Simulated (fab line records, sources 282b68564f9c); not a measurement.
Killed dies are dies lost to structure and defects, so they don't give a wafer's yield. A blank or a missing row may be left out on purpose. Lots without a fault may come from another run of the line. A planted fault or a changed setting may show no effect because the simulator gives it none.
fab line records | flow rit_cmos
record lots=6 wafers=18 last_day=8
route steps=202 shown SPACER@128 NSD@131 PSD@142 SDANNEAL@153
lots that met no fault: from a run of the same line without faults
start_h: hours from the record's first day to the start of the lot's first wafer shown | wait_h: hours since the lot's step before | " the same as in the row above | L1.1+2: a row that stands for several wafers | - no value, or no start given | * or withheld: withheld | < > ~ a bound
route shown NAME@n: a module of which the file shows steps, and the number in the route of the first | usual: mean/standard deviation of fault-free wafers | same: alike in all rows | chamber/n: place in a boat | sites: the reading at each site | _std_site: their standard deviation | _edge_site: outer sites' mean less inner sites' | radius_mm: how far each site lies from the wafer's centre | mask NAME#n: copy n | behind: the tool/chamber that last shaped the wafer | hold: why the lot was held/for how many hours/how that ended | device: the transistor (n, p or np) that didn't switch | end of line: the same wafers' tests at the end of the route | a step without rows: its recipe alone | killed: dies lost to structure and defects at the first sort, not the wafer's yield | map: a wafer's dies, x killed, . not, _ none there
set.NAME: the setting as run; set.NAME@STEP: as run at that earlier step | model.NAME: the simulator's own value behind a step, which no gauge read
lots at some steps of the route; a table a step, a row a wafer
services: from which hour (start_h, from the record's first day; less than 0 if before it) a tool's chamber was out of use, for how many hours, and why
## steps
# step RIT_SPACER_CVD_03
# recipe material=Si3N4 target_thk_nm=250 temp_c=810 precursor=SiH2Cl2/NH3 time_s=3300 pressure_mtorr=300 sih2cl2_flow_sccm=60 nh3_flow_sccm=150
# step RIT_SPACER_THK_MEAS_04
# recipe reads=Si3N4_of_SPACER_CVD_03
# usual SPACER_NITRIDE_THK=250.9/2.9
# columns lot.wafer tool chamber start_h wait_h SPACER_NITRIDE_THK[nm]
L579.1 film_metro-03 - 52.42 0.0 252.7
L579.5 " - " " 252.5
L579.6 " - " " 254.5
L589.2 film_metro-02 - 105.34 0.0 245.9
L589.4 " - " " 245.6
L589.5 " - " " 246.5
L590.3 film_metro-02 - 112.67 0.0 254.0
L590.4 " - " " 254.3
L590.5 " - " " 253.5
L591.1 film_metro-02 - 114.45 0.0 246.9
L591.3 " - " " 246.4
L591.5 " - " " 246.2
L598.1 film_metro-03 - 155.77 0.0 256.8
L598.2 " - " " 256.0
L598.6 " - " " 254.9
L601.2 film_metro-03 - 177.49 0.0 251.2
L601.3 " - " " 253.3
L601.5 " - " " 252.4
# step RIT_SPACER_ETCHBACK_05
# recipe target_depth_a=2500 SF6_flow_sccm=30 CHF3_flow_sccm=30 target=Si3N4 chemistry=SF6/CHF3 pressure_mtorr=40 rf_w=250 time_s=240 stop_on=SiO2
# usual drypump_motor_current_A=5.9/0.49 oes_product_au=0.844/0.016 throttle_valve_pct=10.21/0.093
# columns lot.wafer tool chamber start_h wait_h drypump_motor_current_A oes_product_au rf_hours_counter_h throttle_valve_pct
L579.1 rie_diel-03 1 52.48 0.1 6.1 0.857 111 10.00
L579.5 " 2 " " 6.0 0.851 - 10.10
L579.6 " 3 " " 5.6 0.844 - 10.28
L589.2 rie_diel-04 3 105.39 0.0 6.7 0.846 120 10.21
L589.4 " 2 " " 6.3 0.843 105 10.36
L589.5 " 3 " " 6.7 0.853 - 10.20
L590.3 rie_diel-04 1 112.71 0.0 5.5 0.859 3 10.10
L590.4 " 0 " " 5.1 0.829 104 10.22
L590.5 " 0 " " 5.2 0.829 - 10.20
L591.1 rie_diel-03 2 114.51 0.1 6.0 0.832 141 10.11
L591.3 " 1 " " 6.2 0.853 113 9.99
L591.5 " 2 " " 6.0 0.835 - 10.09
L598.1 rie_diel-03 0 155.83 0.1 5.5 0.869 110 10.22
L598.2 " 2 " " 6.0 0.862 142 10.08
L598.6 " 2 " " 6.0 0.855 - 10.10
L601.2 rie_diel-04 1 177.54 0.0 5.6 0.852 4 10.10
L601.3 " 3 " " 6.7 0.867 121 10.20
L601.5 " 0 " " 5.1 0.825 - 10.21
# step RIT_NSD_HMDS_00
# recipe prime_time_s=60 prime_temp_c=140
# step RIT_NSD_COAT_01
# recipe resist=NOVOLAK spin_rpm=3250 resist_thk_nm=1000
# step RIT_NSD_SOFTBAKE_02
# recipe resist=NOVOLAK temp_c=90 time_s=60
# step RIT_NSD_EXPOSE_03
# recipe mask_id=M9 na=0.57 target_cd_nm=40700 dose_mj=250
# step RIT_NSD_PEB_04
# recipe resist=NOVOLAK temp_c=withheld time_s=withheld
# step RIT_NSD_DEVELOP_05
# recipe resist=NOVOLAK develop_time_s=50 dev_temp_c=23
# step RIT_NSD_OVL_MEAS_06
# usual NSD_OVL=-0.1/1.4
# columns lot.wafer tool chamber start_h wait_h NSD_OVL[nm]
L579.1 overlay-01 - 53.68 - -1.1
L579.5 " - " " -1.8
L579.6 " - " " -0.1
L589.2 overlay-01 - 106.40 - -2.8
L589.4 " - " " -1.6
L589.5 " - " " -2.0
L590.3 overlay-02 - 113.74 - 0.6
L590.4 " - " " -0.1
L590.5 " - " " 0.8
L591.1 overlay-01 - 115.64 - 4.2
L591.3 " - " " 1.3
L591.5 " - " " 2.0
L598.1 overlay-02 - 156.83 - -0.9
L598.2 " - " " -0.4
L598.6 " - " " -0.9
L601.2 overlay-02 - 178.67 - 0.4
L601.3 " - " " 0.7
L601.5 " - " " -0.5
# step RIT_NSD_HARDBAKE_07
# recipe resist=NOVOLAK temp_c=140 time_s=60
# step RIT_NSD_IMPLANT_08
# recipe species=P energy_kev=25 dose_cm2=1.013e+15 tilt_deg=7
# step RIT_NSD_STRIP_09
# recipe chemistry=O2 time_s=180 resist=NOVOLAK platen_temp_c=withheld power_w=500 pressure_mtorr=4000 o2_flow_sccm=4000
# usual chamber_pressure_mTorr=4000/3.8 drypump_motor_current_A=5.8/0.34
# columns lot.wafer tool chamber start_h wait_h chamber_pressure_mTorr drypump_motor_current_A rf_hours_counter_h model.NOVOLAK_of_NSD_COAT_01.thk_nm
L579.1 plasma_asher-03 1 54.02 0.1 4003 5.6 42 0
L579.5 " 0 " " 3999 5.3 - 0
L579.6 " 1 " " 3995 5.6 - 0
L589.2 plasma_asher-03 1 106.73 0.1 - - - 881.4
L589.4 " 1 " " - - - 882.3
L589.5 " 1 " " - - - 877.2
L590.3 plasma_asher-04 0 114.12 0.1 - - - 888.6
L590.4 " 1 " " - - - 888.6
L590.5 " 1 " " - - - 888
L591.1 plasma_asher-02 1 115.97 0.1 4004 5.6 34 0
L591.3 " 1 " " 4004 5.7 - 0
L591.5 " 0 " " 4000 6.2 - 0
L598.1 plasma_asher-03 0 157.16 0.1 4004 5.3 53 0
L598.2 " 1 " " 3994 5.6 53 0
L598.6 " 0 " " 4002 5.3 - 0
L601.2 plasma_asher-02 1 179.00 0.1 4003 5.6 40 0
L601.3 " 0 " " 4001 6.3 - 0
L601.5 " 1 " " 4001 5.6 - 0
# step RIT_NSD_TW_MEAS_10
# usual NSD_TW=3139/26
# columns lot.wafer tool chamber start_h wait_h NSD_TW
L579.1 film_metro-04 - 54.20 0.1 3130
L579.5 " - " " 3140
L579.6 " - " " 3140
L589.2 film_metro-01 - 106.91 0.1 3127
L589.4 " - " " 3126
L589.5 " - " " 3117
L590.3 film_metro-01 - 114.26 0.1 3130
L590.4 " - " " 3123
L590.5 " - " " 3122
L591.1 film_metro-04 - 116.15 0.1 3137
L591.3 " - " " 3126
L591.5 " - " " 3131
L598.1 film_metro-02 - 157.34 0.1 3195
L598.2 " - " " 3183
L598.6 " - " " 3184
L601.2 film_metro-01 - 179.18 0.1 3108
L601.3 " - " " 3109
L601.5 " - " " 3094
# step RIT_PSD_HMDS_00
# recipe prime_time_s=60 prime_temp_c=140
# step RIT_PSD_COAT_01
# recipe resist=NOVOLAK spin_rpm=3250 resist_thk_nm=1000
# step RIT_PSD_SOFTBAKE_02
# recipe resist=NOVOLAK temp_c=90 time_s=60
# step RIT_PSD_EXPOSE_03
# recipe mask_id=M10 na=0.57 target_cd_nm=40900 dose_mj=250
# step RIT_PSD_PEB_04
# recipe resist=NOVOLAK temp_c=withheld time_s=withheld
# step RIT_PSD_DEVELOP_05
# recipe resist=NOVOLAK develop_time_s=50 dev_temp_c=23
# step RIT_PSD_OVL_MEAS_06
# usual PSD_OVL=0.2/1.5
# columns lot.wafer tool chamber start_h wait_h PSD_OVL[nm]
L579.1 overlay-01 - 55.11 - 2.2
L579.5 " - " " 2.5
L579.6 " - " " 1.0
L589.2 overlay-02 - 107.94 - 1.4
L589.4 " - " " 0.9
L589.5 " - " " 3.5
L590.3 overlay-02 - 115.16 - 0.3
L590.4 " - " " 1.1
L590.5 " - " " 1.0
L591.1 overlay-01 - 117.06 - -0.4
L591.3 " - " " -1.7
L591.5 " - " " 0.1
L598.1 overlay-02 - 158.37 - 1.3
L598.2 " - " " 3.0
L598.6 " - " " 0.8
L601.2 overlay-01 - 180.21 - -1.3
L601.3 " - " " -1.1
L601.5 " - " " -1.0
# step RIT_PSD_HARDBAKE_07
# recipe resist=NOVOLAK temp_c=140 time_s=60
# step RIT_PSD_IMPLANT_08
# recipe species=BF2 energy_kev=27 dose_cm2=5e+15 tilt_deg=6.82
# step RIT_PSD_STRIP_09
# recipe chemistry=O2 time_s=180 resist=NOVOLAK platen_temp_c=withheld power_w=500 pressure_mtorr=4000 o2_flow_sccm=4000
# usual chamber_pressure_mTorr=4000/3.4 drypump_motor_current_A=5.7/0.5
# columns lot.wafer tool chamber start_h wait_h chamber_pressure_mTorr drypump_motor_current_A rf_hours_counter_h
L579.1 plasma_asher-02 1 55.44 0.1 4000 5.7 27
L579.5 " 1 " " 3997 5.6 -
L579.6 " 0 " " 3995 6.2 -
L589.2 plasma_asher-01 0 108.27 0.1 4000 6.6 44
L589.4 " 0 " " 4000 6.6 -
L589.5 " 0 " " 3999 6.6 -
L590.3 plasma_asher-03 1 115.54 0.1 4003 5.6 -
L590.4 " 0 " " 3997 5.3 -
L590.5 " 1 " " 3999 5.6 -
L591.1 plasma_asher-02 0 117.39 0.1 4002 6.3 34
L591.3 " 1 " " 4002 5.7 -
L591.5 " 1 " " 3999 5.7 -
L598.1 plasma_asher-02 0 158.71 0.1 3998 6.3 38
L598.2 " 1 " " 3994 5.7 38
L598.6 " 0 " " 3996 6.3 -
L601.2 plasma_asher-01 0 180.54 0.1 4004 6.6 5
L601.3 " 1 " " 4003 5.0 -
L601.5 " 0 " " 4004 6.6 -
# step RIT_PSD_TW_MEAS_10
# usual PSD_TW=3434/23
# columns lot.wafer tool chamber start_h wait_h PSD_TW
L579.1 film_metro-01 - 55.62 0.1 3392
L579.5 " - " " 3394
L579.6 " - " " 3402
L589.2 film_metro-02 - 108.46 0.1 30
L589.4 " - " " 30
L589.5 " - " " 30
L590.3 film_metro-02 - 115.68 0.1 30
L590.4 " - " " 30
L590.5 " - " " 30
L591.1 film_metro-02 - 117.57 0.1 3468
L591.3 " - " " 3449
L591.5 " - " " 3455
L598.1 film_metro-01 - 158.89 0.1 3417
L598.2 " - " " 3435
L598.6 " - " " 3383
L601.2 film_metro-01 - 180.73 0.1 3427
L601.3 " - " " 3397
L601.5 " - " " 3416
# step RIT_SDANNEAL_CLEAN_00
# recipe chemistry=SC1 mix=3:3:50 time_s=600 temp_c=75
## services
# columns tool chamber start_h hours kind
plasma_asher-02 - 32.06 0.5 repair
rie_diel-03 0 47.04 5.7 repair
plasma_asher-01 - 65.01 13.4 repair
rie_diel-03 3 76.50 8.4 repair
plasma_asher-01 - 108.75 9.0 pm
plasma_asher-01 0 108.75 9.0 vent_cycle
plasma_asher-01 1 108.75 9.0 vent_cycle
plasma_asher-01 0 117.75 - clean
plasma_asher-01 1 117.75 - clean
plasma_asher-01 - 119.94 4.3 repair
rie_diel-04 3 123.55 3.6 repair
rie_diel-04 0 180.29 5.4 repair
## key
first_sign step=RIT_NSD_STRIP_09 reading=tool_record direction=missing
effect step=RIT_PSD_TW_MEAS_10 reading=PSD_TW direction=down sigmas=99+ usual=3434 struck=30
model_effect step=RIT_NSD_STRIP_09 value=NOVOLAK_of_NSD_COAT_01.thk_nm without=0 struck=884.4
met_at RIT_NSD_STRIP_09
struck_wafers L589.2,L589.4,L589.5,L590.3,L590.4,L590.5
sort_left_out L589.2,L589.4,L589.5,L590.3,L590.4,L590.5
tester_left_out L589,L590
onset_between 54.02 106.73
fault kind=skipped_step_whole tool=plasma_asher-03,plasma_asher-04 chamber=- onset_h=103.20 steps=RIT_NSD_STRIP_09 scope=struck_lots_only
# tester_left_out: of these lots the tester's yield and bins aren't shown, on N5 and GAA mostly nor the transistor test; their killed dies are dies lost to structure and defects alone, not to doping, threshold or leakage, so they don't give the yield
# sort_left_out: the simulated sort isn't trusted on such a fault, so these wafers' sort isn't shown, and their yield isn't known
